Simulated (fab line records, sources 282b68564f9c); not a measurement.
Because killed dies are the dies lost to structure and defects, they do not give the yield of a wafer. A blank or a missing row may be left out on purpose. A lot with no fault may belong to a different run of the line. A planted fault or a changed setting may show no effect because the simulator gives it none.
fab line records    flow rit-cmos
record lots=14  wafers=42  last-day=7
route steps=202 shown ACTIVE@15 PLDD@120 CONTACT@180 M1@196
lots that met no fault: from a run of the same line without faults
start-h: start of the lot's first displayed wafer, in hours after the record's first day    wait-h: hours from the lot's prior step to this one    " the same as in the row above    L1.1+2: one row covering several wafers at once    - no value present, or no start provided    * or withheld: withheld    < > ~ a bound
route shown NAME@n: names a module that has steps shown in the file, with the first one's number in the route    usual: mean/standard deviation taken from wafers without a fault    same: alike in all rows    chamber/n: place in a boat    sites: readings site by site    _std_site: the values' standard deviation    _edge_site: inner sites' mean taken away from outer sites' mean    radius-mm: for every site, how far away it sits from the centre of the wafer    mask NAME#n: copy n    behind: the most recent tool/chamber to have shaped the wafer    hold: why the lot went on hold/how many hours it stayed there/how the hold came to an end    device: which transistor (n, p or np) failed to switch    end of line: the same wafers' tests at the end of the route    a step with no rows: only its recipe    killed: the dies lost at the first sort to structure and to defects; this is not the yield of the wafer    map: per-die view of a wafer (x killed, . not killed, _ where there is no die)
set.NAME: setting as actually run; set.NAME@STEP: the setting as run at that earlier step    model.NAME: the simulator's own value behind a step, which no gauge read
route steps across a sampled set of lots; one table per step, one row per wafer
services: the hour from which a tool's chamber was out of use, counted from the record's first day as start-h (under 0 if before that day), plus the number of hours and why
## steps
# step RIT_ACTIVE_STRIP_14
# recipe chemistry=O2  time-s=180  resist=NOVOLAK  platen-temp-c=withheld  power-w=500  pressure-mtorr=4000  o2-flow-sccm=4000
# usual drypump-motor-current-A=5.5/0.68
lot.wafer  tool             chamber  start-h  wait-h  drypump-motor-current-A  rf-hours-counter-h
L412.4     plasma-asher-04  1        14.95    0.1     6.6                      -
L412.5     "                0        "        "       5.0                      -
L412.6     "                1        "        "       6.6                      -
L413.2     plasma-asher-03  0        19.97    0.1     6.3                      36
L413.3     "                0        "        "       6.3                      -
L413.5     "                1        "        "       5.0                      -
L414.1     plasma-asher-03  1        24.97    0.1     5.0                      36
L414.3     "                0        "        "       6.3                      -
L414.5     "                0        "        "       6.3                      -
L416.2     plasma-asher-03  1        34.98    0.1     5.1                      37
L416.5     "                0        "        "       6.3                      -
L416.6     "                1        "        "       5.0                      -
L419.1     plasma-asher-03  1        49.97    0.1     5.0                      39
L419.3     "                1        "        "       5.0                      -
L419.5     "                0        "        "       6.3                      -
L421.2     plasma-asher-04  0        59.84    0.1     5.0                      43
L421.5     "                1        "        "       6.5                      -
L421.6     "                0        "        "       5.0                      -
L422.4     plasma-asher-04  0        66.01    0.1     5.0                      -
L422.5     "                1        "        "       6.5                      -
L422.6     "                0        "        "       5.0                      -
L425.2     plasma-asher-04  1        79.84    0.1     6.5                      45
L425.4     "                0        "        "       5.0                      -
L425.6     "                0        "        "       5.0                      -
L427.1     plasma-asher-01  1        89.86    0.1     4.8                      29
L427.3     "                1        "        "       4.8                      -
L427.6     "                1        "        "       4.8                      -
L428.1     plasma-asher-04  0        96.31    0.1     5.0                      46
L428.2     "                1        "        "       6.5                      46
L428.6     "                1        "        "       6.6                      -
L431.3     plasma-asher-01  0        110.89   0.1     5.2                      -
L431.5     "                0        "        "       5.2                      -
L431.6     "                1        "        "       4.8                      -
L432.1     plasma-asher-01  0        115.95   0.1     5.2                      32
L432.3     "                1        "        "       4.8                      -
L432.5     "                0        "        "       5.2                      -
L433.1     plasma-asher-04  1        121.71   0.1     6.5                      49
L433.3     "                0        "        "       5.0                      -
L433.4     "                1        "        "       6.6                      -
L434.3     plasma-asher-03  0        126.90   0.1     6.2                      -
L434.4     "                1        "        "       5.0                      -
L434.6     "                1        "        "       5.0                      -
# step RIT_PLDD_OVL_MEAS_06
# usual PLDD_OVL=-0.7/1.5
lot.wafer  tool        chamber  start-h  wait-h  PLDD_OVL[nm]
L412.4     overlay-02  -        43.62    -       -1.6
L412.5     "           -        "        "       -2.2
L412.6     "           -        "        "       -2.4
L413.2     overlay-01  -        46.99    -       -2.0
L413.3     "           -        "        "       -0.6
L413.5     "           -        "        "       -0.9
L414.1     overlay-01  -        54.20    -       -1.7
L414.3     "           -        "        "       -2.1
L414.5     "           -        "        "       -0.9
L416.2     overlay-02  -        63.25    -       -3.6
L416.5     "           -        "        "       -1.9
L416.6     "           -        "        "       -1.8
L419.1     overlay-01  -        80.58    -       -1.7
L419.3     "           -        "        "       -1.9
L419.5     "           -        "        "       -2.3
L421.2     overlay-02  -        89.98    -       2.2
L421.5     "           -        "        "       2.7
L421.6     "           -        "        "       2.2
L422.4     overlay-02  -        94.83    -       -2.5
L422.5     "           -        "        "       -1.2
L422.6     "           -        "        "       -1.5
L425.2     overlay-02  -        121.02   -       -1.9
L425.4     "           -        "        "       -1.7
L425.6     "           -        "        "       -2.2
L427.1     overlay-02  -        126.82   -       0.4
L427.3     "           -        "        "       0.6
L427.6     "           -        "        "       -0.7
L428.1     overlay-02  -        134.20   -       -2.2
L428.2     "           -        "        "       -3.1
L428.6     "           -        "        "       -4.2
L431.3     overlay-01  -        146.41   -       1.4
L431.5     "           -        "        "       -0.9
L431.6     "           -        "        "       0.4
L432.1     overlay-01  -        148.55   -       2.3
L432.3     "           -        "        "       0.8
L432.5     "           -        "        "       0.4
L433.1     overlay-02  -        154.35   -       -1.4
L433.3     "           -        "        "       -0.3
L433.4     "           -        "        "       -1.2
L434.3     overlay-02  -        157.41   -       -1.3
L434.4     "           -        "        "       -0.1
L434.6     "           -        "        "       0.0
# step RIT_CONTACT_STRIP_12
# recipe chemistry=O2  time-s=180  resist=NOVOLAK  platen-temp-c=withheld  power-w=500  pressure-mtorr=4000  o2-flow-sccm=4000
# usual drypump-motor-current-A=5.7/0.65
lot.wafer  tool             chamber  start-h  wait-h  drypump-motor-current-A  rf-hours-counter-h
L412.4     plasma-asher-02  0        52.93    0.2     5.3                      -
L412.5     "                0        "        "       5.3                      -
L412.6     "                1        "        "       6.2                      -
L413.2     plasma-asher-04  1        56.14    0.1     6.5                      43
L413.3     "                0        "        "       5.0                      -
L413.5     "                1        "        "       6.6                      -
L414.1     plasma-asher-02  1        63.44    0.1     6.2                      42
L414.3     "                0        "        "       5.3                      -
L414.5     "                0        "        "       5.3                      -
L416.2     plasma-asher-02  1        72.29    0.1     6.2                      43
L416.5     "                1        "        "       6.2                      -
L416.6     "                0        "        "       5.3                      -
L419.1     plasma-asher-03  0        89.79    0.1     6.3                      43
L419.3     "                0        "        "       6.3                      -
L419.5     "                0        "        "       6.3                      -
L421.2     plasma-asher-04  1        99.22    0.1     6.5                      47
L421.5     "                0        "        "       5.0                      -
L421.6     "                1        "        "       6.5                      -
L422.4     plasma-asher-02  1        104.14   0.2     6.2                      -
L422.5     "                0        "        "       5.3                      -
L422.6     "                1        "        "       6.2                      -
L425.2     plasma-asher-02  1        130.94   0.1     6.2                      1
L425.4     "                0        "        "       5.3                      -
L425.6     "                0        "        "       5.3                      -
L427.1     plasma-asher-04  0        136.23   0.1     5.0                      50
L427.3     "                0        "        "       5.0                      -
L427.6     "                1        "        "       6.6                      -
L428.1     plasma-asher-03  0        143.41   0.1     6.3                      48
L428.2     "                1        "        "       5.0                      48
L428.6     "                0        "        "       6.3                      -
L431.3     plasma-asher-04  0        156.25   0.2     5.0                      -
L431.5     "                1        "        "       6.6                      -
L431.6     "                0        "        "       5.0                      -
L432.1     plasma-asher-02  0        158.14   0.1     5.3                      5
L432.3     "                1        "        "       6.1                      -
L432.5     "                0        "        "       5.3                      -
L433.1     plasma-asher-04  1        163.47   0.1     6.6                      54
L433.3     "                1        "        "       6.5                      -
L433.4     "                0        "        "       5.0                      -
L434.3     plasma-asher-04  0        167.16   0.2     5.0                      -
L434.4     "                1        "        "       6.6                      -
L434.6     "                0        "        "       5.0                      -
# step RIT_M1_METAL_ETCH_12
# recipe stop-on=SiO2  chemistry=Cl2/BCl3  target=Al  time-s=165  over-etch-frac=0.5  pressure-mtorr=100  target-depth-a=6000  rf-w=250  Cl2_flow_sccm=60  bcl3-flow-sccm=50
# usual drypump-motor-current-A=5.8/0.55  mfc-cl2-sccm=60.01/0.2  oes-product-au=0.771/0.012  over-etch-frac=0.5/0  throttle-valve-pct=8.20/0.12
lot.wafer  tool          chamber  start-h  wait-h  drypump-motor-current-A  mfc-cl2-sccm  oes-product-au  over-etch-frac  rf-hours-counter-h  throttle-valve-pct
L412.4     rie-metal-01  0        55.35    0.1     6.5                      60.15         0.762           0.5             -                   8.37
L412.5     "             0        "        "       6.5                      60.28         0.772           0.5             -                   8.36
L412.6     "             1        "        "       5.2                      60.00         0.774           0.5             -                   8.03
L413.2     rie-metal-03  1        58.69    0.2     5.3                      59.87         0.762           0.5             1                   8.20
L413.3     "             1        "        "       5.2                      59.75         0.767           0.5             -                   8.18
L413.5     "             1        "        "       5.2                      59.90         0.761           0.5             -                   8.19
L414.1     rie-metal-02  1        65.86    0.2     5.9                      59.70         0.745           0.5             38                  8.21
L414.3     "             1        "        "       5.9                      59.80         0.750           0.5             -                   8.19
L414.5     "             1        "        "       5.9                      59.99         0.759           0.5             -                   8.21
L416.2     rie-metal-03  1        74.88    0.2     5.3                      60.03         0.761           0.5             1                   8.19
L416.5     "             1        "        "       5.3                      60.16         0.755           0.5             -                   8.19
L416.6     "             0        "        "       5.6                      59.78         0.766           0.5             -                   8.33
L419.1     rie-metal-03  0        92.19    0.2     5.6                      60.20         0.794           0.5             1                   8.31
L419.3     "             0        "        "       5.6                      60.01         0.783           0.5             -                   8.32
L419.5     "             1        "        "       5.2                      60.13         0.760           0.5             -                   8.20
L421.2     rie-metal-01  1        101.64   0.2     5.2                      60.30         0.778           0.5             5                   8.03
L421.5     "             1        "        "       5.2                      60.23         0.770           0.5             -                   8.03
L421.6     "             0        "        "       6.5                      60.00         0.767           0.5             -                   8.38
L422.4     rie-metal-03  0        106.67   0.1     5.6                      59.69         0.784           0.5             -                   8.32
L422.5     "             0        "        "       5.6                      59.79         0.781           0.5             -                   8.33
L422.6     "             1        "        "       5.2                      60.21         0.757           0.5             -                   8.19
L425.2     rie-metal-03  1        133.46   0.2     5.3                      60.29         0.801           0.38948         1                   8.18
L425.4     "             1        "        "       5.2                      60.19         0.810           0.38948         -                   8.20
L425.6     "             1        "        "       5.2                      60.26         0.806           0.38948         -                   8.19
L427.1     rie-metal-01  1        138.71   0.2     5.2                      60.19         0.784           0.5             5                   8.04
L427.3     "             0        "        "       6.5                      59.42         0.763           0.5             -                   8.38
L427.6     "             0        "        "       6.5                      59.94         0.771           0.5             -                   8.37
L428.1     rie-metal-03  1        145.99   0.2     5.2                      59.66         0.792           0.38948         1                   8.19
L428.2     "             0        "        "       5.6                      60.00         0.781           0.5             1                   8.32
L428.6     "             1        "        "       5.2                      60.01         0.798           0.38948         -                   8.17
L431.3     rie-metal-02  0        158.68   0.2     6.7                      59.64         0.777           0.5             -                   8.16
L431.5     "             0        "        "       6.7                      60.15         0.788           0.5             -                   8.14
L431.6     "             1        "        "       5.9                      60.23         0.756           0.5             -                   8.23
L432.1     rie-metal-01  1        160.82   0.2     5.2                      60.04         0.773           0.5             6                   8.03
L432.3     "             1        "        "       5.2                      60.10         0.770           0.5             -                   8.04
L432.5     "             1        "        "       5.2                      59.91         0.767           0.5             -                   8.03
L433.1     rie-metal-03  0        166.06   0.2     5.6                      60.15         0.791           0.5             2                   8.32
L433.3     "             0        "        "       5.6                      59.91         0.783           0.5             -                   8.32
L433.4     "             0        "        "       5.6                      60.05         0.795           0.5             -                   8.33
L434.3     rie-metal-02  0        169.70   0.2     6.6                      59.73         0.782           0.5             -                   8.14
L434.4     "             1        "        "       5.9                      60.02         0.765           0.5             -                   8.19
L434.6     "             1        "        "       5.9                      60.09         0.767           0.5             -                   8.22
# step RIT_M1_PROBE_99
# usual defect-limited-yield=97.5/1  killed_at_M0_to_M3=0.0/0.12  killed-at-contacts=0.1/0.24  killed-at-front-end=6.6/2.7  killed-dies=6.6/2.7  killed-open=3.3/1.8  killed-short=3.4/1.9  sort_bin_3_pad_short=0.1/0.19  sort_bin_5_function=1.5/0.78  sort_bin_6_memory=0.9/0.63  sort-n-pass=257.4/2.7  sort-yield-pct=97.5/1
# same gross-dies=264  killed_at_M4_up=0  killed-at-back-side=0  killed-at-other=0
lot.wafer  tool       chamber  start-h  wait-h  defect-limited-yield[%]  killed_at_M0_to_M3  killed-at-contacts  killed-at-front-end  killed-dies  killed-open  killed-short  sort_bin_3_pad_short[%]  sort_bin_5_function[%]  sort_bin_6_memory[%]  sort-n-pass  sort-yield-pct[%]
L412.4     prober-01  -        57.69    0.2     96.6                     0                   0                   9                    9            3            6             0                        1.1                     2.3                   255.0        96.6
L412.5     prober-01  -        57.74    0.2     97.0                     0                   0                   8                    8            3            5             0.4                      1.5                     1.1                   256.0        97.0
L412.6     prober-01  -        57.79    0.2     96.6                     0                   0                   9                    9            3            6             0.4                      1.9                     1.1                   255.0        96.6
L413.2     prober-02  -        61.73    0.1     97.7                     0                   0                   6                    6            5            1             0                        1.9                     0.4                   258.0        97.7
L413.3     prober-02  -        61.78    0.2     96.6                     0                   0                   9                    9            5            4             0                        2.7                     0.8                   255.0        96.6
L413.5     prober-02  -        61.88    0.2     97.7                     0                   0                   6                    6            4            2             0                        1.1                     1.1                   258.0        97.7
L414.1     prober-01  -        68.13    0.1     97.3                     0                   0                   7                    7            5            2             0                        2.3                     0.4                   257.0        97.3
L414.3     prober-01  -        68.23    0.2     97.0                     0                   0                   8                    8            3            5             0.4                      2.3                     0.4                   256.0        97.0
L414.5     prober-01  -        68.33    0.2     97.0                     0                   0                   8                    8            4            4             0                        2.7                     0.4                   256.0        97.0
L416.2     prober-01  -        78.72    0.1     97.7                     0                   0                   6                    6            3            3             0                        2.3                     0                     258.0        97.7
L416.5     prober-01  -        78.87    0.2     96.2                     1                   0                   9                    10           7            3             0                        2.3                     1.5                   254.0        96.2
L416.6     prober-01  -        78.92    0.2     97.3                     0                   0                   7                    7            4            3             0                        1.1                     1.5                   257.0        97.3
L419.1     prober-02  -        94.95    0.1     98.5                     0                   0                   4                    4            0            4             0.4                      0.4                     0.8                   260.0        98.5
L419.3     prober-02  -        95.05    0.2     98.5                     0                   0                   4                    4            1            3             0                        0.8                     0.8                   260.0        98.5
L419.5     prober-02  -        95.15    0.2     96.6                     0                   0                   9                    9            4            5             0                        2.7                     0.8                   255.0        96.6
L421.2     prober-02  -        106.08   0.1     98.1                     0                   0                   5                    5            2            3             0                        1.1                     0.8                   259.0        98.1
L421.5     prober-02  -        106.23   0.2     99.6                     0                   0                   1                    1            1            0             0                        0.4                     0                     263.0        99.6
L421.6     prober-02  -        106.28   0.2     98.9                     0                   0                   3                    3            2            1             0                        1.1                     0                     261.0        98.9
L422.4     prober-01  -        109.69   0.2     98.1                     0                   0                   5                    5            4            1             0                        1.1                     0.8                   259.0        98.1
L422.5     prober-01  -        109.74   0.2     96.6                     0                   0                   9                    9            5            4             0                        1.9                     1.5                   255.0        96.6
L422.6     prober-01  -        109.79   0.2     98.9                     0                   0                   3                    3            1            2             0                        0.8                     0.4                   261.0        98.9
L425.2     prober-02  -        136.10   0.1     98.9                     0                   0                   3                    3            2            1             0                        0.8                     0.4                   261.0        98.9
L425.4     prober-02  -        136.20   0.2     98.5                     0                   1                   3                    4            1            3             0                        1.1                     0.4                   260.0        98.5
L425.6     prober-02  -        136.30   0.2     98.1                     0                   0                   5                    5            2            3             0.4                      1.1                     0.4                   259.0        98.1
L427.1     prober-02  -        140.96   0.1     95.8                     0                   0                   11                   11           4            7             0                        2.3                     1.9                   253.0        95.8
L427.3     prober-02  -        141.06   0.2     97.3                     0                   0                   7                    7            3            4             0                        2.3                     0.4                   257.0        97.3
L427.6     prober-02  -        141.21   0.2     97.3                     0                   1                   6                    7            5            2             0                        1.9                     0.8                   257.0        97.3
L428.1     prober-01  -        148.81   0.1     98.1                     0                   0                   5                    5            4            1             0                        0.8                     1.1                   259.0        98.1
L428.2     prober-01  -        148.86   0.1     98.1                     0                   0                   5                    5            3            2             0                        1.5                     0.4                   259.0        98.1
L428.6     prober-01  -        149.06   0.2     96.6                     0                   0                   9                    9            5            4             0.4                      1.9                     1.1                   255.0        96.6
L431.3     prober-02  -        161.00   0.2     96.6                     0                   0                   9                    9            5            4             0.4                      1.9                     1.1                   255.0        96.6
L431.5     prober-02  -        161.10   0.2     98.1                     0                   0                   5                    5            1            4             0                        1.1                     0.8                   259.0        98.1
L431.6     prober-02  -        161.15   0.2     98.5                     0                   0                   4                    4            2            2             0                        0.8                     0.8                   260.0        98.5
L432.1     prober-01  -        164.18   0.1     97.3                     0                   0                   7                    7            4            3             0.4                      1.9                     0.4                   257.0        97.3
L432.3     prober-01  -        164.28   0.2     98.1                     0                   0                   5                    5            2            3             0.4                      0.4                     1.1                   259.0        98.1
L432.5     prober-01  -        164.38   0.2     97.7                     0                   0                   6                    6            3            3             0                        1.5                     0.8                   258.0        97.7
L433.1     prober-02  -        168.67   0.1     98.5                     0                   0                   4                    4            1            3             0                        0.8                     0.8                   260.0        98.5
L433.3     prober-02  -        168.77   0.2     96.2                     0                   0                   10                   10           7            3             0.4                      2.7                     0.8                   254.0        96.2
L433.4     prober-02  -        168.82   0.2     99.2                     0                   0                   2                    2            1            1             0                        0                       0.8                   262.0        99.2
L434.3     prober-01  -        172.00   0.2     98.1                     0                   0                   5                    5            2            3             0                        0.8                     1.1                   259.0        98.1
L434.4     prober-01  -        172.05   0.2     98.9                     0                   0                   3                    3            1            2             0                        0.4                     0.8                   261.0        98.9
L434.6     prober-01  -        172.15   0.2     97.3                     0                   1                   6                    7            4            3             0.4                      1.5                     0.8                   257.0        97.3
# killed by level:class
L412.4 SPACER:geometric-particle:short=3 SILICIDE:geometric-particle:open=2 SILICIDE:geometric-particle:short=2 GATE:geometric-particle:short=1 REOX:geometric-particle:open=1
L412.5 REOX:geometric-particle:short=2 FOX1:geometric-particle:short=1 FOX1:geometric-particle:open=1 FOX2:geometric-particle:open=1 GATE:geometric-particle:open=1 SPACER:geometric-particle:short=1 SILICIDE:geometric-particle:short=1
L412.6 GATE:geometric-particle:short=2 REOX:geometric-particle:short=2 FOX1:geometric-particle:open=1 FOX2:geometric-particle:short=1 GATE:geometric-particle:open=1 SPACER:geometric-particle:open=1 SILICIDE:geometric-particle:short=1
L413.2 SPACER:geometric-particle:open=4 GATE:geometric-particle:open=1 SPACER:geometric-particle:short=1
L413.3 FOX2:geometric-particle:short=2 FOX2:geometric-particle:open=2 REOX:geometric-particle:open=1 FOX1:geometric-particle:open=1 SPACER:geometric-particle:open=1 SPACER:geometric-particle:short=1 SILICIDE:geometric-particle:short=1
L413.5 SILICIDE:geometric-particle:open=2 FOX1:geometric-particle:open=1 FOX2:geometric-particle:open=1 REOX:geometric-particle:short=1 SILICIDE:geometric-particle:short=1
L414.1 GATE:geometric-particle:open=4 FOX1:geometric-particle:open=1 FOX2:geometric-particle:short=1 GATE:geometric-particle:short=1
L414.3 FOX2:geometric-particle:short=2 FOX1:geometric-particle:open=1 GATE:geometric-particle:open=1 GATE:geometric-particle:short=1 REOX:geometric-particle:open=1 SPACER:geometric-particle:short=1 SILICIDE:geometric-particle:short=1
L414.5 GATE:geometric-particle:short=3 GATE:geometric-particle:open=2 FOX2:geometric-particle:open=1 REOX:geometric-particle:open=1 SILICIDE:geometric-particle:short=1
L416.2 GATE:geometric-particle:short=3 FOX1:geometric-particle:open=1 FOX2:geometric-particle:open=1 REOX:geometric-particle:open=1
L416.5 GATE:geometric-particle:open=4 FOX1:geometric-particle:open=2 FOX2:geometric-particle:short=1 GATE:geometric-particle:short=1 SPACER:geometric-particle:open=1 M1:geometric-particle:short=1
L416.6 FOX2:geometric-particle:open=2 GATE:geometric-particle:open=2 SPACER:geometric-particle:short=2 GATE:geometric-particle:short=1
L419.1 GATE:geometric-particle:short=3 SPACER:geometric-particle:short=1
L419.3 GATE:geometric-particle:short=2 FOX2:geometric-particle:short=1 GATE:geometric-particle:open=1
L419.5 GATE:geometric-particle:short=3 SPACER:geometric-particle:open=2 FOX1:geometric-particle:short=1 FOX1:geometric-particle:open=1 FOX2:geometric-particle:short=1 GATE:geometric-particle:open=1
L421.2 FOX1:geometric-particle:short=2 FOX1:geometric-particle:open=2 REOX:geometric-particle:short=1
L421.5 FOX1:geometric-particle:open=1
L421.6 FOX2:geometric-particle:open=1 GATE:geometric-particle:open=1 GATE:geometric-particle:short=1
L422.4 FOX2:geometric-particle:open=2 GATE:geometric-particle:open=1 REOX:geometric-particle:short=1 SPACER:geometric-particle:open=1
L422.5 FOX1:geometric-particle:open=2 FOX1:geometric-particle:short=1 FOX2:geometric-particle:short=1 GATE:geometric-particle:short=1 GATE:geometric-particle:open=1 REOX:geometric-particle:open=1 REOX:geometric-particle:short=1 SILICIDE:geometric-particle:open=1
L422.6 FOX2:geometric-particle:short=1 GATE:geometric-particle:short=1 REOX:geometric-particle:open=1
L425.2 GATE:geometric-particle:open=2 GATE:geometric-particle:short=1
L425.4 GATE:geometric-particle:short=2 FOX1:geometric-particle:open=1 CONTACT:geometric-particle:short=1
L425.6 FOX1:geometric-particle:open=1 GATE:geometric-particle:open=1 GATE:geometric-particle:short=1 REOX:geometric-particle:short=1 SILICIDE:geometric-particle:short=1
L427.1 GATE:geometric-particle:short=3 GATE:geometric-particle:open=2 FOX1:geometric-particle:short=1 FOX2:geometric-particle:short=1 FOX2:geometric-particle:open=1 REOX:geometric-particle:short=1 SPACER:geometric-particle:open=1 SILICIDE:geometric-particle:short=1
L427.3 FOX2:geometric-particle:open=2 GATE:geometric-particle:short=2 REOX:geometric-particle:short=1 REOX:geometric-particle:open=1 SILICIDE:geometric-particle:short=1
L427.6 GATE:geometric-particle:open=2 SILICIDE:geometric-particle:open=2 FOX2:geometric-particle:open=1 FOX2:geometric-particle:short=1 CONTACT:geometric-particle:short=1
L428.1 SILICIDE:geometric-particle:open=2 GATE:geometric-particle:open=1 REOX:geometric-particle:open=1 SILICIDE:geometric-particle:short=1
L428.2 FOX2:geometric-particle:short=1 GATE:geometric-particle:short=1 GATE:geometric-particle:open=1 REOX:geometric-particle:open=1 SILICIDE:geometric-particle:open=1
L428.6 FOX1:geometric-particle:short=3 SILICIDE:geometric-particle:open=3 GATE:geometric-particle:open=2 FOX2:geometric-particle:short=1
L431.3 FOX1:geometric-particle:short=2 FOX2:geometric-particle:open=2 GATE:geometric-particle:open=2 GATE:geometric-particle:short=1 REOX:geometric-particle:short=1 SILICIDE:geometric-particle:open=1
L431.5 GATE:geometric-particle:short=3 FOX1:geometric-particle:short=1 REOX:geometric-particle:open=1
L431.6 FOX2:geometric-particle:open=1 REOX:geometric-particle:short=1 SILICIDE:geometric-particle:short=1 SILICIDE:geometric-particle:open=1
L432.1 FOX1:geometric-particle:open=2 FOX1:geometric-particle:short=1 GATE:geometric-particle:short=1 GATE:geometric-particle:open=1 REOX:geometric-particle:open=1 SPACER:geometric-particle:short=1
L432.3 FOX1:geometric-particle:short=1 GATE:geometric-particle:short=1 REOX:geometric-particle:open=1 SPACER:geometric-particle:short=1 SILICIDE:geometric-particle:open=1
L432.5 GATE:geometric-particle:short=3 GATE:geometric-particle:open=2 SILICIDE:geometric-particle:open=1
L433.1 GATE:geometric-particle:short=2 FOX2:geometric-particle:short=1 GATE:geometric-particle:open=1
L433.3 GATE:geometric-particle:open=3 SPACER:geometric-particle:open=2 FOX1:geometric-particle:open=1 FOX2:geometric-particle:short=1 GATE:geometric-particle:short=1 REOX:geometric-particle:open=1 SPACER:geometric-particle:short=1
L433.4 GATE:geometric-particle:short=1 GATE:geometric-particle:open=1
L434.3 FOX1:geometric-particle:short=2 FOX1:geometric-particle:open=1 GATE:geometric-particle:open=1 GATE:geometric-particle:short=1
L434.4 GATE:geometric-particle:short=1 GATE:geometric-particle:open=1 SPACER:geometric-particle:short=1
L434.6 GATE:geometric-particle:short=2 GATE:geometric-particle:open=2 FOX1:geometric-particle:open=1 FOX1:geometric-particle:short=1 CONTACT:geometric-particle:open=1
## services
tool             chamber  start-h  hours  kind
rie-metal-03     -        -5.62    20.0   pm
rie-metal-03     0        -5.62    20.0   vent-cycle
rie-metal-03     1        -5.62    20.0   vent-cycle
rie-metal-02     -        -0.27    2.8    pm
plasma-asher-02  -        2.93     2.1    repair
plasma-asher-03  -        11.19    8.2    pm
rie-metal-03     0        14.38    -      clean
rie-metal-03     1        14.38    -      clean
plasma-asher-04  -        39.45    0.6    repair
plasma-asher-01  -        73.99    2.6    repair
plasma-asher-02  -        108.75   9.0    pm
plasma-asher-02  0        108.75   9.0    vent-cycle
plasma-asher-02  1        108.75   9.0    vent-cycle
plasma-asher-03  -        111.94   2.0    repair
plasma-asher-02  0        117.75   -      clean
plasma-asher-02  1        117.75   -      clean
rie-metal-02     -        136.12   20.0   pm
rie-metal-02     0        136.12   20.0   vent-cycle
rie-metal-02     1        136.12   20.0   vent-cycle
plasma-asher-01  -        137.35   4.3    pm
plasma-asher-03  -        139.40   2.8    pm
rie-metal-02     0        156.12   -      clean
rie-metal-02     1        156.12   -      clean
## key
first-sign step=RIT_M1_METAL_ETCH_12  reading=over-etch-frac  direction=down  sigmas=99+  usual=0.5  struck=0.38948
effect step=RIT_M1_METAL_ETCH_12  reading=oes-product-au  direction=up  sigmas=2.5  usual=0.771  struck=0.801
met-at RIT_M1_METAL_ETCH_12
struck-lots L425,L428
struck-wafers L425.2,L425.4,L425.6,L428.1,L428.6
not-acting-at RIT_ACTIVE_STRIP_14,RIT_PLDD_OVL_MEAS_06,RIT_CONTACT_STRIP_12
onset-between 106.67 133.46
fault kind=process-parameter-drift  tool=rie-metal-03  chamber=1  onset-h=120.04  steps=RIT_M1_METAL_ETCH_12  channel=over-etch-frac  offset=-0.11052  shape=step  end-h=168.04  stated=0.5
